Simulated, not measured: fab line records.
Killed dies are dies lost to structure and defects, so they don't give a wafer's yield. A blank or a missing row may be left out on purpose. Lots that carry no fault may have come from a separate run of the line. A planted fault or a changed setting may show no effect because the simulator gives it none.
What tool caused it? / flow rit_cmos / 39 wafers from 13 lots sampled at 4 of the route's 202 steps

WHAT THE GAUGES SHOWED, per wafer
RIT_ACTIVE_THK_MEAS_04. Usual: ACTIVE_NITRIDE_THK gives 148.2 nm (standard deviation 1.1).
lot=L880; measured=day 1 13:55; on=film_metro-01; ACTIVE_NITRIDE_THK (nm)=150.0 151.4 149.8; flag=
lot=L882; measured=day 2 00:30; on=film_metro-03; ACTIVE_NITRIDE_THK (nm)=148.1 148.8 149.0; flag=
lot=L884; measured=day 2 10:04; on=film_metro-01; ACTIVE_NITRIDE_THK (nm)=148.5 148.4 147.6; flag=
lot=L885; measured=day 2 15:17; on=film_metro-03; ACTIVE_NITRIDE_THK (nm)=149.2 149.2 149.1; flag=
lot=L886; measured=day 2 20:25; on=film_metro-01; ACTIVE_NITRIDE_THK (nm)=148.4 147.2 148.4; flag=
lot=L892; measured=day 4 05:33; on=film_metro-01; ACTIVE_NITRIDE_THK (nm)=146.7 148.5 148.9; flag=
lot=L894; measured=day 4 11:35; on=film_metro-04; ACTIVE_NITRIDE_THK (nm)=147.4 148.7 146.9; flag=
lot=L895; measured=day 4 17:36; on=film_metro-01; ACTIVE_NITRIDE_THK (nm)=147.6 146.9 147.6; flag=
lot=L896; measured=day 4 23:40; on=film_metro-04; ACTIVE_NITRIDE_THK (nm)=147.4 146.9 146.7; flag=
lot=L897; measured=day 5 04:14; on=film_metro-03; ACTIVE_NITRIDE_THK (nm)=148.9 148.7 148.2; flag=
lot=L898; measured=day 5 08:34; on=film_metro-01; ACTIVE_NITRIDE_THK (nm)=147.0 147.8 146.2; flag=
lot=L899; measured=day 5 13:18; on=film_metro-03; ACTIVE_NITRIDE_THK (nm)=148.8 147.9 147.8; flag=
lot=L902; measured=day 6 06:27; on=film_metro-01; ACTIVE_NITRIDE_THK (nm)=148.0 148.6 148.4; flag=

RIT_WELLDRIVE_RS_MEAS_02: uses a four-point probe to measure. Usual: PWELL_RS gives 429.6 ohm/sq (standard deviation 1.3).
lot=L880; measured=day 2 08:07; on=film_metro-02; PWELL_RS (ohm/sq)=431.9 431.7 428.7; flag=
lot=L882; measured=day 2 18:13; on=film_metro-02; PWELL_RS (ohm/sq)=429.8 430.8 430.2; flag=
lot=L884; measured=day 3 05:05; on=film_metro-01; PWELL_RS (ohm/sq)=429.6 430.7 428.3; flag=
lot=L885; measured=day 3 10:49; on=film_metro-02; PWELL_RS (ohm/sq)=430.8 432.8 430.9; flag=
lot=L886; measured=day 3 19:05; on=film_metro-02; PWELL_RS (ohm/sq)=430.5 430.6 430.1; flag=
lot=L892; measured=day 4 22:37; on=film_metro-03; PWELL_RS (ohm/sq)=429.1 429.8 429.8; flag=
lot=L894; measured=day 5 06:49; on=film_metro-03; PWELL_RS (ohm/sq)=429.3 427.4 429.1; flag=
lot=L895; measured=day 5 11:58; on=film_metro-03; PWELL_RS (ohm/sq)=429.3 428.4 428.9; flag=
lot=L896; measured=day 5 17:59; on=film_metro-01; PWELL_RS (ohm/sq)=428.9 429.8 429.5; flag=
lot=L897; measured=day 5 21:31; on=film_metro-02; PWELL_RS (ohm/sq)=431.1 430.5 430.0; flag=
lot=L898; measured=day 6 00:40; on=film_metro-01; PWELL_RS (ohm/sq)=429.3 429.9 429.0; flag=
lot=L899; measured=day 6 06:11; on=film_metro-01; PWELL_RS (ohm/sq)=428.7 429.4 429.4; flag=
lot=L902; measured=day 6 22:16; on=film_metro-02; PWELL_RS (ohm/sq)=430.1 429.3 429.7; flag=

RIT_CONTACT_CD_MEAS_90 targets a cd of 1000 nm. Usual: cd_nm reads 1000.5 nm (standard deviation 2.3).
lot=L880; measured=day 3 11:49; on=cd_sem-01; cd_nm (nm)=1001.9 1001.1 1002.0; flag=
lot=L882; measured=day 4 00:05; on=cd_sem-02; cd_nm (nm)=1000.9 1000.8 1002.3; flag=
lot=L884; measured=day 4 13:58; on=cd_sem-02; cd_nm (nm)=999.0 999.0 1000.4; flag=
lot=L885; measured=day 4 18:49; on=cd_sem-02; cd_nm (nm)=1000.8 1001.3 1000.5; flag=
lot=L886; measured=day 5 00:16; on=cd_sem-02; cd_nm (nm)=998.6 998.2 998.0; flag=
lot=L892; measured=day 6 02:33; on=cd_sem-02; cd_nm (nm)=1000.2 999.4 1000.3; flag=
lot=L894; measured=day 6 08:04; on=cd_sem-01; cd_nm (nm)=1004.3 1005.0 1004.2; flag=
lot=L895; measured=day 6 16:19; on=cd_sem-02; cd_nm (nm)=1001.2 1000.8 1000.4; flag=
lot=L896; measured=day 6 21:26; on=cd_sem-01; cd_nm (nm)=1005.1 1003.3 1004.5; flag=
lot=L897; measured=day 7 01:17; on=cd_sem-01; cd_nm (nm)=999.5 999.5 1000.8; flag=
lot=L898; measured=day 7 02:57; on=cd_sem-01; cd_nm (nm)=999.0 996.8 999.6; flag=
lot=L899; measured=day 7 07:14; on=cd_sem-01; cd_nm (nm)=1001.0 1002.9 1002.8; flag=
lot=L902; measured=day 8 08:08; on=cd_sem-02; cd_nm (nm)=1000.8 1002.6 999.9; flag=

EACH LOT AND THE TOOL THAT RAN IT (in order: tool; ch and the chambers of the sampled wafers; start)
lot=L880; RIT_NSD_EXPOSE_03=iline_stepper-02 ch 0, day 3 06:00
lot=L882; RIT_NSD_EXPOSE_03=iline_stepper-02 ch 0, day 3 18:01
lot=L884; RIT_NSD_EXPOSE_03=iline_stepper-01 ch 0, day 4 08:11
lot=L885; RIT_NSD_EXPOSE_03=iline_stepper-01 ch 0, day 4 12:56
lot=L886; RIT_NSD_EXPOSE_03=iline_stepper-01 ch 0, day 4 18:34
lot=L892; RIT_NSD_EXPOSE_03=iline_stepper-01 ch 0, day 5 20:23
lot=L894; RIT_NSD_EXPOSE_03=iline_stepper-01 ch 0, day 6 02:24
lot=L895; RIT_NSD_EXPOSE_03=iline_stepper-01 ch 0, day 6 10:32
lot=L896; RIT_NSD_EXPOSE_03=iline_stepper-01 ch 0, day 6 15:44
lot=L897; RIT_NSD_EXPOSE_03=iline_stepper-01 ch 0, day 6 19:34
lot=L898; RIT_NSD_EXPOSE_03=iline_stepper-01 ch 0, day 6 21:14
lot=L899; RIT_NSD_EXPOSE_03=iline_stepper-02 ch 0, day 7 01:31
lot=L902; RIT_NSD_EXPOSE_03=iline_stepper-02 ch 0, day 8 02:26
- RIT_NSD_EXPOSE_03: exposes mask M9, target cd 40700 nm.

AS READ BY THE TOOLS THEMSELVES (means over the sampled wafers that have a number; for cases with no such wafer, the mark the record gives instead)
The record holds no such reading with a usual standard deviation.

THE ANSWER, worked out from the rows above alone
Rule: lot off if the mean of its wafers having a number is beyond 3 standard deviations from the usual mean. Also off: a lot with no number at a reading for which 4 or more lots have one. Any other lot the step has rows for is counted as sound. Order of review: gauges by route order, followed by the tools' own readings, for which a lot's mean as printed above is used. At the first step where some lot is off, the reading lying furthest off is the one used; lots without a number count as furthest.
No lot is off at any reading shown: from this, nothing can be told.

WHAT THE SIMULATOR HAD PUT IN
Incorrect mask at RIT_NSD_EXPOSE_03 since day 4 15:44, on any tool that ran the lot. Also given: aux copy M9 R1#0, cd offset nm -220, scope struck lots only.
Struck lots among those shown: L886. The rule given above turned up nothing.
